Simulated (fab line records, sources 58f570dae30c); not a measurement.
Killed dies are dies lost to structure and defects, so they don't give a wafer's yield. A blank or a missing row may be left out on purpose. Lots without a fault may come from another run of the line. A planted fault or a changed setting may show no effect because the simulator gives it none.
One fault seen from 2 desks | flow berkeley_cmos170 | each desk has only its own numbers; what lay behind them comes last

THE METROLOGY DESK
What the gauges read, lot by lot, whatever tool the lot ran on: means of the sampled wafers that have a number. A lot is out of limits, marked OUT, if its mean lies more than 4 standard deviations from the usual mean; the brackets give that distance.
Columns: A = NLDD_RS at UCB170_SDANNEAL_RS_MEAS_05, usual 615.8 ohm/sq
lot  | first seen here | A
L536 | day 7 09:55     | 618.0
L537 | day 7 10:28     | 615.7
L539 | day 8 05:03     | 614.9
L541 | day 8 05:03     | 616.4
L540 | day 8 05:10     | 617.0
L538 | day 8 05:32     | 619.4
L543 | day 8 18:07     | 642.3 (+18) OUT
L542 | day 8 18:28     | 614.3
L547 | day 9 16:25     | 614.0
L553 | day 10 06:10    | 613.8
L549 | day 10 06:20    | 642.2 (+18) OUT
L554 | day 10 08:37    | 615.3
L552 | day 10 08:50    | 616.2
L558 | day 11 21:11    | 617.4
This desk's finding: out of limits on L543, L549; first on L543, day 8 18:07 (NLDD_RS at UCB170_SDANNEAL_RS_MEAS_05). In limits: L536, L537, L539, L541, L540, L538, L542, L547, L553, L554, L552, L558.

THE TOOL OWNER'S DESK: implanter-01
The tool's own readings at UCB170_NLDD_IMPLANT_09: means of the sampled wafers that have a number, for each lot that ran on this tool. A lot is out of limits, marked OUT, if its mean lies more than 4 standard deviations from the usual mean; the brackets give that distance.
Columns: A = dose_ions_cm2 at UCB170_NLDD_IMPLANT_09, usual 5e+13; B = faraday_current_uA at UCB170_NLDD_IMPLANT_09, usual 159; C = tilt_deg at UCB170_NLDD_IMPLANT_09, usual 7.002 degrees
lot  | first seen here | A                       | B              | C
L537 | day 6 21:18     | 5e+13                   | 159            | 6.996
L539 | day 7 13:25     | 5e+13                   | 158            | 7.008
L538 | day 7 14:23     | 5e+13                   | 159            | 6.994
L543 | day 8 06:21     | 4e+13 (-99 or more) OUT | 137 (-7.4) OUT | 6.978
L549 | day 9 19:27     | 4e+13 (-99 or more) OUT | 140 (-6.4) OUT | 7.025
This desk's finding: out of limits on L543, L549; first on L543, day 8 06:21 (dose_ions_cm2 at UCB170_NLDD_IMPLANT_09). In limits: L537, L539, L538.

PUT TOGETHER
The tool owner's desk could have raised an alarm at day 8 06:21, on L543, L549.
The metrology desk could have raised an alarm at day 8 18:07, on L543, L549.
Of the lots named, all ran UCB170_NLDD_IMPLANT_09 on implanter-01.

WHAT THE SIMULATOR HAD PUT IN
Process parameter drift: implanter-01, from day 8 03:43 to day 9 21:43, at UCB170_NLDD_IMPLANT_09. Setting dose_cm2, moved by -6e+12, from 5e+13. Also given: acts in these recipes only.
Lots struck among those shown: L543, L549.
Hours from the fault's start to each desk's first reading out of limits: the tool owner's desk, 3; the metrology desk, 14.
